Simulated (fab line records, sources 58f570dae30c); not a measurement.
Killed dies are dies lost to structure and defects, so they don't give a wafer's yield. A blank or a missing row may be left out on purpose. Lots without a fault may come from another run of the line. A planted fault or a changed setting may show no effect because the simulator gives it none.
Problem report in the 8D (eight disciplines) form, filled by code | flow berkeley_cmos170 | the parts of the form that need people (team, actions taken, sign-off) are left out

1. THE PROBLEM
GATE_OXIDE_THK at UCB170_GATE_THK_MEAS_02 reads a mean of 8.72 nm on 9 wafers of 3 lots; wafers without a fault read 6.69 nm with a standard deviation of 0.1. That is +20 standard deviations from the usual mean.
First seen on wafer L690.1, day 8 01:04, on film_metro-01. The record holds 45 wafers of 15 lots with a number at this step. Rule for "out", or "out of limits": more than 4 standard deviations from the usual mean. The other wafers with a number count as sound.

2. WHAT IT IS AND WHAT IT IS NOT
question                    | is                                          | is not
which readings at this step | GATE_OXIDE_THK                              | -
which lots                  | L690, L691, L692                            | L680, L682, L683, L686, L687, L688, L689, L695, L698, L700, L702, L703
which wafers of those lots  | all that have a number                      | -
read on which gauges        | film_metro-01, film_metro-02, film_metro-04 | -
when                        | from day 8 01:04                            | up to then (21 sound wafers); but 15 sound wafers of L695, L698, L700, L702, L703 came after

3. SUSPECTS, AND WHAT RULES EACH OUT
Counting: a tool at a process step up to the reading stays a suspect if it ran every lot that is out and no sound lot after the first of them.
- the gauge at UCB170_GATE_THK_MEAS_02: ruled out. The wafers that are out were read on 3 gauges (film_metro-01, film_metro-02, film_metro-04).
- furnace-02 at UCB170_GATE_OXIDATION_01 (target thk 6.6 nm, ox time 1800 s): kept. It ran every lot that is out, first L690 (day 7 23:34), and no sound lot after that; its last sound lot up to then is L686 (day 7 11:07).
Left after counting: furnace-02 at UCB170_GATE_OXIDATION_01.

4. THE CAUSE (what the simulator had put in)
Process parameter drift: furnace-02, from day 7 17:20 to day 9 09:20, at UCB170_GATE_OXIDATION_01. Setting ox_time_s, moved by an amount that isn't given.
Counting left only this tool.

5. THE CHAIN OF EFFECTS, in route order
Each row: a reading whose mean over the struck wafers that have a number lies more than 3 standard deviations from the usual. Only readings for which the record gives a usual standard deviation are gone through. hours: the time from each lot's start at the first step in this table that gives one to its start at this step, as a median over the lots. sigmas: the change in usual standard deviations.
hours | step                    | reading        | usual   | on struck wafers | change | sigmas
0     | UCB170_GATE_THK_MEAS_02 | GATE_OXIDE_THK | 6.69 nm | 8.72             | +2.03  | +20

6. WHAT WOULD HAVE CAUGHT IT SOONER
In this record the first reading out of limits at a measuring or inspecting step was taken at day 8 01:04, 8 hours after the fault began at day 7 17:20.
All the lots that are out (3) had begun UCB170_GATE_OXIDATION_01 on furnace-02 by day 8 01:04. A hold on the tool at that time would have spared none of them.
